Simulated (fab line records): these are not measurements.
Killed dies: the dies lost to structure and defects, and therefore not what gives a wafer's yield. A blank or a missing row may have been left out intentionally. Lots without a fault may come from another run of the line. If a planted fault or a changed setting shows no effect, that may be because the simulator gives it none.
What tool caused it? | flow rit_cmos | 14 lots with 42 wafers sampled at 3 steps, on a route of 202 steps

## WHAT EACH GAUGE READ, for each wafer
RIT_NWELL_TW_MEAS_10. Usual: for NWELL_TW the level is 2154 and the standard deviation is 14.
lot  | measured    | on            | NWELL_TW       | flag
L855 | day 2 02:33 | film_metro-03 | 2168 2155 2156 |
L857 | day 2 09:49 | film_metro-01 | 2154 2150 2167 |
L860 | day 3 01:11 | film_metro-01 | 2185 2185 2178 |
L863 | day 3 15:06 | film_metro-01 | 2178 2173 2177 |
L864 | day 3 20:40 | film_metro-01 | 2156 2171 2166 |
L865 | day 4 05:32 | film_metro-02 | 2145 2140 2148 |
L866 | day 4 09:40 | film_metro-02 | 2142 2142 2146 |
L868 | day 4 19:51 | film_metro-01 | 2165 2158 2164 |
L872 | day 5 12:59 | film_metro-02 | 2132 2137 2144 |
L873 | day 5 18:27 | film_metro-01 | 2252 2257 2252 | OFF
L874 | day 5 23:17 | film_metro-02 | 2226 2233 2232 | OFF
L875 | day 6 05:02 | film_metro-01 | 2137 2141 2135 |
L876 | day 6 09:02 | film_metro-01 | 2152 2151 2144 |
L878 | day 6 21:06 | film_metro-02 | 2150 2153 2158 |

RIT_WELLDRIVE_RS_MEAS_01: a four-point-probe measurement. Usual: for NWELL_RS the level is 275.7 ohm/sq and the standard deviation is 0.85.
lot  | measured    | on            | NWELL_RS (ohm/sq) | flag
L855 | day 2 09:16 | film_metro-02 | 275.7 276.6 276.6 |
L857 | day 2 19:45 | film_metro-01 | 274.7 274.4 275.4 |
L860 | day 3 11:01 | film_metro-03 | 274.5 275.1 274.9 |
L863 | day 3 22:43 | film_metro-02 | 276.9 276.5 276.3 |
L864 | day 4 05:58 | film_metro-01 | 276.1 276.9 277.3 |
L865 | day 4 12:20 | film_metro-03 | 276.4 277.1 276.5 |
L866 | day 4 17:48 | film_metro-01 | 275.8 275.6 276.6 |
L868 | day 5 03:36 | film_metro-02 | 273.9 274.8 275.1 |
L872 | day 5 22:11 | film_metro-03 | 276.3 276.7 276.5 |
L873 | day 6 02:10 | film_metro-03 | 272.3 271.9 271.9 | OFF
L874 | day 6 07:13 | film_metro-02 | 271.8 271.5 272.4 | OFF
L875 | day 6 12:19 | film_metro-02 | 277.4 276.6 277.2 |
L876 | day 6 15:44 | film_metro-01 | 274.7 275.1 275.7 |
L878 | day 7 03:57 | film_metro-03 | 274.7 274.5 274.7 |

## TOOL THAT RAN EACH LOT (tool first, then ch and the chambers of the sampled wafers, then the start)
lot  | RIT_NWELL_IMPLANT_08
L855 | implanter-01 ch 0, day 2 02:16
L857 | implanter-04 ch 0, day 2 09:29
L860 | implanter-01 ch 0, day 3 00:50
L863 | implanter-01 ch 0, day 3 14:46
L864 | implanter-04 ch 0, day 3 20:22
L865 | implanter-04 ch 0, day 4 05:13
L866 | implanter-04 ch 0, day 4 09:20
L868 | implanter-01 ch 0, day 4 19:32
L872 | implanter-02 ch 0, day 5 12:40
L873 | implanter-01 ch 0, day 5 18:08
L874 | implanter-01 ch 0, day 5 22:58
L875 | implanter-04 ch 0, day 6 04:43
L876 | implanter-02 ch 0, day 6 08:43
L878 | implanter-02 ch 0, day 6 20:47
- RIT_NWELL_IMPLANT_08

## WHAT THE TOOLS THEMSELVES READ (means of the sampled wafers that have a number; where no wafer has one, the mark that the record gives instead)
RIT_NWELL_IMPLANT_08. Usual: beam_energy_keV 170.01, standard deviation 0.044; beam_on_s 10.01 s, standard deviation 0.2; tilt_deg 7.002 degrees, standard deviation 0.02.
lot  | tool         | beam_energy_keV | beam_on_s (s) | tilt_deg (degrees) | flag
L855 | implanter-01 | 169.99          | 10.00         | 6.999              |
L857 | implanter-04 | 170.00          | 10.06         | 6.963              |
L860 | implanter-01 | 169.96          | 10.00         | 6.996              |
L863 | implanter-01 | 170.06          | 9.88          | 6.995              |
L864 | implanter-04 | 170.00          | 10.26         | 7.029              |
L865 | implanter-04 | 170.06          | 10.21         | 6.997              |
L866 | implanter-04 | 170.00          | 10.03         | 6.980              |
L868 | implanter-01 | 169.97          | 9.84          | 7.029              |
L872 | implanter-02 | 169.99          | 9.92          | 6.995              |
L873 | implanter-01 | 214.20          | 9.94          | 7.027              | OFF
L874 | implanter-01 | 214.21          | 10.03         | 6.993              | OFF
L875 | implanter-04 | 169.97          | 10.02         | 6.988              |
L876 | implanter-02 | 169.99          | 10.14         | 7.007              |
L878 | implanter-02 | 169.97          | 9.94          | 6.995              |

## THE ANSWER, worked out from the rows above alone
Rule: a lot is off if the mean of its wafers that have a number lies more than 3 standard deviations from the usual mean. Also off: a lot with no number at a reading for which 4 or more lots have one. Any other lot the step has rows for is counted as sound. First the gauges in route order, then the tools' own readings, where a lot's mean is used as printed above. At the first step where some lot is off, the reading lying furthest off is the one used; lots without a number count as furthest.
Off: at RIT_NWELL_TW_MEAS_10 (NWELL_TW), L873, L874.
A tool fits if, at a process step before that reading, it ran every lot that is off, and no sound lot after the first of them. The gauges at RIT_NWELL_TW_MEAS_10 aren't tried: what is off there is off at RIT_NWELL_IMPLANT_08 too, on other tools, and a gauge's error can't cause that. One fits: implanter-01 at RIT_NWELL_IMPLANT_08. Its last sound lot is L868 (day 4 19:32), its first lot that is off L873 (day 5 18:08): a fault that began between those two fits.
On the lots that are off, the tool's own readings at RIT_NWELL_IMPLANT_08 differ by more than 5 times the standard deviation of the sound lots' means, which bears it out; beam_energy_keV reads 214.20 there versus 170.00 on the sound lots.

## WHAT THE SIMULATOR HAD INSERTED
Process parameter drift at RIT_NWELL_IMPLANT_08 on implanter-01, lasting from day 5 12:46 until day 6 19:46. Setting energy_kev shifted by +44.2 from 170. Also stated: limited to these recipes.
Struck lots among those shown: L873, L874. Same finding as the rule above.
